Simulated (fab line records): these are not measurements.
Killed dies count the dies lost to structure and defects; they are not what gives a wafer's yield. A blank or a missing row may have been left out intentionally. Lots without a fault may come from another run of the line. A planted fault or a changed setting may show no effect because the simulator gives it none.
Chamber matching || flow rit_cmos || RIT_GATE_ETCH_19 on rie_si-01 has 4 sister chambers
The step etches poly-Si in SF6/CHF3/O2, stops on SiO2, time 165 s, target depth 312.5 nm. 18 wafers are shown with their chamber, then 9 later ones without.

== EACH WAFER AND ITS CHAMBER ==
{"wafer": "L878.1", "chamber": 1, "drypump_motor_current_A (A)": 4.8, "throttle_valve_pct (%)": 10.42, "oes_product_au (a.u.)": 0.832}
{"wafer": "L878.5", "chamber": 3, "drypump_motor_current_A (A)": 4.9, "throttle_valve_pct (%)": 10.11, "oes_product_au (a.u.)": 0.860}
{"wafer": "L878.6", "chamber": 2, "drypump_motor_current_A (A)": 5.6, "throttle_valve_pct (%)": 10.20, "oes_product_au (a.u.)": 0.852}
{"wafer": "L880.2", "chamber": 1, "drypump_motor_current_A (A)": 4.8, "throttle_valve_pct (%)": 10.41, "oes_product_au (a.u.)": 0.843}
{"wafer": "L880.3", "chamber": 3, "drypump_motor_current_A (A)": 4.9, "throttle_valve_pct (%)": 10.11, "oes_product_au (a.u.)": 0.883}
{"wafer": "L880.6", "chamber": 1, "drypump_motor_current_A (A)": 4.7, "throttle_valve_pct (%)": 10.42, "oes_product_au (a.u.)": 0.851}
{"wafer": "L882.2", "chamber": 1, "drypump_motor_current_A (A)": 4.8, "throttle_valve_pct (%)": 10.44, "oes_product_au (a.u.)": 0.836}
{"wafer": "L882.5", "chamber": 1, "drypump_motor_current_A (A)": 4.8, "throttle_valve_pct (%)": 10.41, "oes_product_au (a.u.)": 0.836}
{"wafer": "L882.6", "chamber": 2, "drypump_motor_current_A (A)": 5.6, "throttle_valve_pct (%)": 10.19, "oes_product_au (a.u.)": 0.859}
{"wafer": "L884.3", "chamber": 2, "drypump_motor_current_A (A)": 5.6, "throttle_valve_pct (%)": 10.20, "oes_product_au (a.u.)": 0.848}
{"wafer": "L884.4", "chamber": 3, "drypump_motor_current_A (A)": 4.9, "throttle_valve_pct (%)": 10.11, "oes_product_au (a.u.)": 0.867}
{"wafer": "L884.6", "chamber": 1, "drypump_motor_current_A (A)": 4.7, "throttle_valve_pct (%)": 10.42, "oes_product_au (a.u.)": 0.826}
{"wafer": "L886.1", "chamber": 2, "drypump_motor_current_A (A)": 5.6, "throttle_valve_pct (%)": 10.20, "oes_product_au (a.u.)": 0.854}
{"wafer": "L886.2", "chamber": 1, "drypump_motor_current_A (A)": 4.7, "throttle_valve_pct (%)": 10.41, "oes_product_au (a.u.)": 0.833}
{"wafer": "L886.6", "chamber": 1, "drypump_motor_current_A (A)": 4.8, "throttle_valve_pct (%)": 10.41, "oes_product_au (a.u.)": 0.841}
{"wafer": "L888.2", "chamber": 3, "drypump_motor_current_A (A)": 4.9, "throttle_valve_pct (%)": 10.10, "oes_product_au (a.u.)": 0.821}
{"wafer": "L888.4", "chamber": 0, "drypump_motor_current_A (A)": 5.4, "throttle_valve_pct (%)": 10.29, "oes_product_au (a.u.)": 0.842}
{"wafer": "L888.5", "chamber": 3, "drypump_motor_current_A (A)": 4.9, "throttle_valve_pct (%)": 10.10, "oes_product_au (a.u.)": 0.827}

SIGNATURES (means of the wafers above)
{"reading": "drypump_motor_current_A", "chamber 0": 5.400, "chamber 1": 4.763, "chamber 2": 5.600, "chamber 3": 4.900, "scatter within a chamber": 0.0366}
{"reading": "throttle_valve_pct", "chamber 0": 10.2900, "chamber 1": 10.4175, "chamber 2": 10.1975, "chamber 3": 10.1060, "scatter within a chamber": 0.00822}
{"reading": "oes_product_au", "chamber 0": 0.84200, "chamber 1": 0.83725, "chamber 2": 0.85325, "chamber 3": 0.85160, "scatter within a chamber": 0.0154}
Rule: for each reading, subtract the chamber's mean from the wafer's reading, divide by that reading's scatter and square the result; add these up over the readings and take the root, which gives the wafer's distance from the chamber. If the next closest chamber is less than 2 further off than the closest, the wafer can't be placed; otherwise it belongs to the closest. The scatter: the root of (the sum of the squares of (reading less its chamber's mean) over the shown wafers, divided by (wafers less chambers)).

== WAFERS WHOSE CHAMBER IS MISSING ==
{"wafer": "L890.1", "drypump_motor_current_A (A)": 4.7, "throttle_valve_pct (%)": 10.41, "oes_product_au (a.u.)": 0.870}
{"wafer": "L890.2", "drypump_motor_current_A (A)": 5.5, "throttle_valve_pct (%)": 10.30, "oes_product_au (a.u.)": 0.894}
{"wafer": "L890.4", "drypump_motor_current_A (A)": 4.9, "throttle_valve_pct (%)": 10.08, "oes_product_au (a.u.)": 0.886}
{"wafer": "L892.2", "drypump_motor_current_A (A)": 4.9, "throttle_valve_pct (%)": 10.08, "oes_product_au (a.u.)": 0.843}
{"wafer": "L892.3", "drypump_motor_current_A (A)": 4.8, "throttle_valve_pct (%)": 10.42, "oes_product_au (a.u.)": 0.840}
{"wafer": "L892.4", "drypump_motor_current_A (A)": 5.5, "throttle_valve_pct (%)": 10.20, "oes_product_au (a.u.)": 0.861}
{"wafer": "L900.1", "drypump_motor_current_A (A)": 4.9, "throttle_valve_pct (%)": 10.09, "oes_product_au (a.u.)": 0.837}
{"wafer": "L900.3", "drypump_motor_current_A (A)": 5.6, "throttle_valve_pct (%)": 10.17, "oes_product_au (a.u.)": 0.862}
{"wafer": "L900.4", "drypump_motor_current_A (A)": 4.9, "throttle_valve_pct (%)": 10.09, "oes_product_au (a.u.)": 0.830}

== EACH ONE'S CHAMBER ==
{"wafer": "L890.1", "from the rows above": 1, "in truth": 1}
{"wafer": "L890.2", "from the rows above": 0, "in truth": 0}
{"wafer": "L890.4", "from the rows above": 3, "in truth": 3}
{"wafer": "L892.2", "from the rows above": 3, "in truth": 3}
{"wafer": "L892.3", "from the rows above": 1, "in truth": 1}
{"wafer": "L892.4", "from the rows above": 2, "in truth": 2}
{"wafer": "L900.1", "from the rows above": 3, "in truth": 3}
{"wafer": "L900.3", "from the rows above": 2, "in truth": 2}
{"wafer": "L900.4", "from the rows above": 3, "in truth": 3}
Placed correctly: 9 of 9. From these rows, 0 cannot be placed. Number placed wrongly: 0.
